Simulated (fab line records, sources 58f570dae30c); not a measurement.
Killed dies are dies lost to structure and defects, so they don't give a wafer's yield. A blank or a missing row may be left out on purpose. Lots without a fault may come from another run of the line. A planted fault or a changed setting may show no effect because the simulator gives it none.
One fault seen from 2 desks | flow berkeley_cmos170 | each desk has only its own numbers; what lay behind them comes last

THE TOOL OWNER'S DESK: implanter-01
The tool's own readings at UCB170_PWELL_IMPLANT_15: means of the sampled wafers that have a number, for each lot that ran on this tool. A lot is out of limits, marked OUT, if its mean lies more than 4 standard deviations from the usual mean; the brackets give that distance.
Columns: A = beam_energy_keV at UCB170_PWELL_IMPLANT_15, usual 60.003; B = end_station_pressure_torr at UCB170_PWELL_IMPLANT_15, usual 4.96e-06 Torr
lot  | first seen here | A                        | B
L333 | day 5 08:19     | 60.029                   | 5.12e-06
L342 | day 6 23:34     | 57.367 (-99 or more) OUT | 4.95e-06
L341 | day 6 23:44     | 57.358 (-99 or more) OUT | 4.86e-06
This desk's finding: out of limits on L341, L342; first on L342, day 6 23:34 (beam_energy_keV at UCB170_PWELL_IMPLANT_15). In limits: L333.

THE METROLOGY DESK
What the gauges read, lot by lot, whatever tool the lot ran on: means of the sampled wafers that have a number. A lot is out of limits, marked OUT, if its mean lies more than 4 standard deviations from the usual mean; the brackets give that distance.
Columns: A = PWELL_OXIDE_THK at UCB170_PWELL_THK_MEAS_03, usual 26.3 nm; B = PWELL_NITRIDE_THK at UCB170_PWELL_THK_MEAS_06, usual 218.7 nm; C = PWELL_OVL at UCB170_PWELL_OVL_MEAS_13, usual 0 nm
lot  | first seen here | A    | B     | C
L333 | day 5 02:55     | 27.0 | 220.0 | 10
L335 | day 5 08:03     | 26.3 | 218.3 | -6
L342 | day 6 17:01     | 26.3 | 215.1 | -3
L341 | day 6 17:04     | 26.5 | 215.7 | -4
L345 | day 7 12:11     | 25.6 | 221.4 | -2
L346 | day 7 12:11     | 25.5 | 223.6 | 7
This desk's finding: nothing out of limits on any of the 6 lots.

PUT TOGETHER
The tool owner's desk could have raised an alarm at day 6 23:34, on L341, L342.
The metrology desk saw nothing out of limits.
The metrology desk has L341, L342 on record, within its limits.
Of the lots named, all ran UCB170_PWELL_IMPLANT_15 on implanter-01.

WHAT THE SIMULATOR HAD PUT IN
Process parameter drift: implanter-01, from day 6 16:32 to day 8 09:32, at UCB170_PWELL_IMPLANT_15. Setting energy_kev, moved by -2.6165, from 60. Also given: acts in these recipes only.
Lots struck among those shown: L341, L342.
Hours from the fault's start to each desk's first reading out of limits: the tool owner's desk, 7.
